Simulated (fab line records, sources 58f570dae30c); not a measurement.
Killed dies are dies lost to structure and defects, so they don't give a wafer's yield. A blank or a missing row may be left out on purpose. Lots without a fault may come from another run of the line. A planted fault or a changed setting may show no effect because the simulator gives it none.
fab line records | flow berkeley_cmos170
record lots=7 wafers=21 last_day=11
route steps=331 shown START@3 ZERO@6 NWELL@14
lots that met no fault: from a run of the same line without faults
start_h: hours from the record's first day to the start of the lot's first wafer shown | wait_h: hours since the lot's step before | " the same as in the row above | L1.1+2: a row that stands for several wafers | - no value, or no start given | * or withheld: withheld | < > ~ a bound
route shown NAME@n: a module of which the file shows steps, and the number in the route of the first | usual: mean/standard deviation of fault-free wafers | same: alike in all rows | chamber/n: place in a boat | sites: the reading at each site | _std_site: their standard deviation | _edge_site: outer sites' mean less inner sites' | radius_mm: how far each site lies from the wafer's centre | mask NAME#n: copy n | behind: the tool/chamber that last shaped the wafer | hold: why the lot was held/for how many hours/how that ended | device: the transistor (n, p or np) that didn't switch | end of line: the same wafers' tests at the end of the route | a step without rows: its recipe alone | killed: dies lost to structure and defects at the first sort, not the wafer's yield | map: a wafer's dies, x killed, . not, _ none there
set.NAME: the setting as run; set.NAME@STEP: as run at that earlier step | model.NAME: the simulator's own value behind a step, which no gauge read
lots at some steps of the route; a table a step, a row a wafer
services: from which hour (start_h, from the record's first day; less than 0 if before it) a tool's chamber was out of use, for how many hours, and why
## steps
# step UCB170_START_OXIDATION_02
# recipe temp_c=950 ambient=O2 target_thk_a=200 ox_time_s=1800
# step UCB170_START_THK_MEAS_03
# recipe reads=SiO2_of_START_OXIDATION_02
# usual START_OXIDE_THK=20.1/0.4
# columns lot.wafer tool chamber start_h wait_h START_OXIDE_THK[nm]
L879.2 film_metro-03 - 25.94 0.0 20.2
L879.4 " - " " 19.9
L879.6 " - " " 20.2
L884.1 film_metro-03 - 50.55 0.0 20.3
L884.3 " - " " 20.5
L884.4 " - " " 20.5
L885.1 film_metro-03 - 55.94 0.0 19.1
L885.2 " - " " 19.2
L885.3 " - " " 19.1
L886.1 film_metro-04 - 60.12 0.0 19.8
L886.2 " - " " 19.6
L886.3 " - " " 19.6
L892.2 film_metro-04 - 90.15 0.0 19.7
L892.4 " - " " 19.6
L892.5 " - " " 19.6
L897.2 film_metro-04 - 115.72 0.0 19.5
L897.4 " - " " 19.9
L897.5 " - " " 19.9
L898.2 film_metro-03 - 121.66 0.0 19.6
L898.5 " - " " 19.5
L898.6 " - " " 19.5
# step UCB170_START_ANNEAL_04
# recipe temp_c=950 time_s=1200 ambient=N2
# step UCB170_ZERO_HMDS_00
# recipe prime_time_s=60 prime_temp_c=100
# step UCB170_ZERO_COAT_01
# recipe resist=KrF spin_rpm=1500 resist_thk_nm=900
# step UCB170_ZERO_SOFTBAKE_02
# recipe resist=KrF temp_c=130 time_s=60
# step UCB170_ZERO_EXPOSE_03
# recipe mask_id=PM_MARKS na=0.5 sigma_outer=0.6 source_shape=conventional target_cd_nm=4000 dose_mj=30
# step UCB170_ZERO_PEB_04
# recipe peb_temp_c=130 peb_time_s=withheld resist=KrF
# step UCB170_ZERO_DEVELOP_05
# recipe developer=TMAH develop_time_s=45 resist=KrF dev_temp_c=21
# step UCB170_ZERO_ETCH_06
# recipe chemistry=CHF3/CF4/Ar target=SiO2 time_s=12 pressure_mtorr=100 rf_w=500 CHF3_flow_sccm=50 cf4_flow_sccm=10 Ar_flow_sccm=120 over_etch_frac=1.58
# usual drypump_motor_current_A=5.8/0.51 oes_product_au=0.621/0.01 rf_fwd_power_W=490.3/3 throttle_valve_pct=9.20/0.089
# same over_etch_frac=1.58
# columns lot.wafer tool chamber start_h wait_h drypump_motor_current_A oes_product_au rf_fwd_power_W rf_hours_counter_h throttle_valve_pct
L879.2 rie_diel-03 3 30.63 - 6.2 0.633 488.7 25 9.23
L879.4 " 0 " " 6.4 0.615 488.7 117 9.31
L879.6 " 1 " " 5.9 0.618 493.3 - 9.25
L884.1 rie_diel-04 3 57.34 - 6.0 0.610 493.5 81 9.18
L884.3 " 0 " " 5.7 0.627 493.5 10 9.29
L884.4 " 2 " " 5.4 0.633 489.5 156 9.03
L885.1 rie_diel-04 3 63.43 - 6.0 0.605 491.5 81 9.16
L885.2 " 2 " " 5.4 0.633 485.1 156 9.04
L885.3 " 0 " " 5.7 0.628 494.9 10 9.31
L886.1 rie_diel-03 2 66.12 - 6.5 0.616 489.1 55 9.23
L886.2 " 3 " " 6.2 0.643 486.2 26 9.22
L886.3 " 1 " " 5.9 0.622 491.5 6 9.27
L892.2 rie_diel-04 0 96.75 - 5.7 0.627 495.3 12 9.32
L892.4 " 1 " " 5.0 0.615 489.1 160 9.12
L892.5 " 3 " " 6.0 0.607 494.5 - 9.18
L897.2 rie_diel-04 2 124.24 - 5.4 0.627 491.4 159 9.03
L897.4 " 0 " " 5.7 0.634 494.6 - 9.31
L897.5 " 1 " " 5.0 0.616 488.4 - 9.12
L898.2 rie_diel-02 1 124.48 - 5.0 0.630 491.4 3 9.33
L898.5 " 2 " " 4.7 0.618 489.2 - 9.20
L898.6 " 3 " " 5.6 0.620 496.3 - 9.20
# step UCB170_ZERO_STRIP_07
# recipe chemistry=O2 power_w=400 pressure_mtorr=3500 platen_temp_c=withheld o2_flow_sccm=400 overash_fraction=0.5
# usual drypump_motor_current_A=5.8/0.43 oes_product_au=0.728/0.0043 strip_time_to_endpoint_s=21.47/0.071
# columns lot.wafer tool chamber start_h wait_h drypump_motor_current_A oes_product_au rf_hours_counter_h strip_time_to_endpoint_s
L879.2 plasma_asher-04 1 30.65 0.0 5.8 0.729 34 21.44
L879.4 " 0 " " 6.2 0.735 - 21.50
L879.6 " 0 " " 6.2 0.734 - 21.44
L884.1 plasma_asher-04 0 57.37 0.0 6.2 0.729 36 21.62
L884.3 " 1 " " 5.8 0.734 - 21.67
L884.4 " 0 " " 6.2 0.722 - 21.57
L885.1 plasma_asher-02 1 63.45 0.0 5.2 0.725 31 21.43
L885.2 " 0 " " 4.9 0.732 31 21.45
L885.3 " 1 " " 5.1 0.720 - 21.41
L886.1 plasma_asher-04 0 66.15 0.0 6.2 0.728 37 21.38
L886.2 " 1 " " 5.8 0.726 37 21.35
L886.3 " 1 " " 5.8 0.730 - 21.40
L892.2 plasma_asher-03 1 96.77 0.0 5.5 0.726 30 21.57
L892.4 " 1 " " 5.5 0.729 - 21.52
L892.5 " 0 " " 6.2 0.728 - 21.53
L897.2 plasma_asher-04 0 124.26 0.0 6.2 0.722 1 21.56
L897.4 " 1 " " 5.8 0.728 - 21.57
L897.5 " 1 " " 5.8 0.728 - 21.57
L898.2 plasma_asher-02 0 124.51 0.0 4.9 0.726 38 21.52
L898.5 " 0 " " 4.9 0.734 - 21.46
L898.6 " 1 " " 5.1 0.731 - 21.51
# step UCB170_NWELL_WET_ETCH_00
# recipe chemistry=dHF dilution=25:1 target=SiO2 temp_c=25 time_s=200
# step UCB170_NWELL_OXIDATION_01
# recipe temp_c=1000 ambient=O2 target_thk_a=264 ox_time_s=1260
# usual ox_temp_c=1000.0/0.42 ox_temp_c_max=1005.3/1.4 tube_center_temp_C=999.99/0.096
# columns lot.wafer tool chamber start_h wait_h ox_temp_c ox_temp_c_max tube_center_temp_C
L879.2 furnace-03 0 34.87 4.1 1000.0 1004.4 999.97
L879.4 " 0 " " 1000.5 1005.8 1000.1
L879.6 " 0 " " 1000.1 1004.2 999.98
L884.1 furnace-02 - 61.45 3.9 - - -
L884.3 " - " " - - -
L884.4 " - " " - - -
L885.1 furnace-02 - 66.65 3.0 - - -
L885.2 " - " " - - -
L885.3 " - " " - - -
L886.1 furnace-02 - 66.65 0.2 - - -
L886.2 " - " " - - -
L886.3 " - " " - - -
L892.2 furnace-02 0 101.10 2.7 1000.3 1006.5 999.91
L892.4 " 0 " " 1000.1 1009.0 1000
L892.5 " 0 " " 1000.0 1006.7 999.92
L897.2 furnace-04 0 127.72 3.3 1000.1 1004.8 1000.1
L897.4 " 0 " " 999.7 1003.0 999.94
L897.5 " 0 " " 999.7 1002.8 999.91
L898.2 furnace-04 0 127.72 3.0 999.6 1005.0 1000.1
L898.5 " 0 " " 999.5 1003.0 999.9
L898.6 " 0 " " 999.0 1004.0 1000
# step UCB170_NWELL_ANNEAL_03
# recipe temp_c=1000 time_s=900 ambient=N2
## services
# columns tool chamber start_h hours kind
furnace-02 - 16.09 2.8 pm
furnace-04 - 21.87 2.6 pm
rie_diel-02 1 40.41 - clean
rie_diel-02 1 40.41 15.5 scheduled_down
rie_diel-02 1 40.41 15.5 vent_cycle
furnace-02 - 48.50 3.1 pm
rie_diel-04 - 48.61 2.8 pm
rie_diel-04 1 62.70 11.3 repair
rie_diel-04 2 74.40 12.1 repair
plasma_asher-03 - 76.41 7.7 pm
rie_diel-02 3 80.45 3.7 repair
rie_diel-03 2 84.03 2.3 repair
furnace-03 - 100.27 3.8 pm
furnace-02 - 107.65 2.5 pm
plasma_asher-04 - 108.84 9.0 pm
plasma_asher-04 0 108.84 9.0 vent_cycle
plasma_asher-04 1 108.84 9.0 vent_cycle
furnace-04 - 113.05 5.4 pm
plasma_asher-04 0 117.84 - clean
plasma_asher-04 1 117.84 - clean
rie_diel-04 3 120.45 9.8 repair
plasma_asher-03 - 125.59 0.5 repair
## key
first_sign step=UCB170_NWELL_OXIDATION_01 reading=tool_record direction=missing
effect none on later readings
met_at UCB170_NWELL_OXIDATION_01
struck_wafers L884.1,L884.3,L884.4,L885.1,L885.2,L885.3,L886.1,L886.2,L886.3
later_rows_left_out L884.1,L884.3,L884.4,L885.1,L885.2,L885.3,L886.1,L886.2,L886.3
sort_left_out L884.1,L884.3,L884.4,L885.1,L885.2,L885.3,L886.1,L886.2,L886.3
tester_left_out L884,L885,L886
fault kind=skipped_step_whole tool=furnace-02 chamber=- onset_h=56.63 steps=UCB170_NWELL_OXIDATION_01 scope=struck_lots_only
# tester_left_out: of these lots the tester's yield and bins aren't shown, on N5 and GAA mostly nor the transistor test; their killed dies are dies lost to structure and defects alone, not to doping, threshold or leakage, so they don't give the yield
# sort_left_out: the simulated sort isn't trusted on such a fault, so these wafers' sort isn't shown, and their yield isn't known
# later_rows_left_out: the simulator's readings of these wafers behind a module that went badly wrong aren't trusted and aren't shown, but for the sort
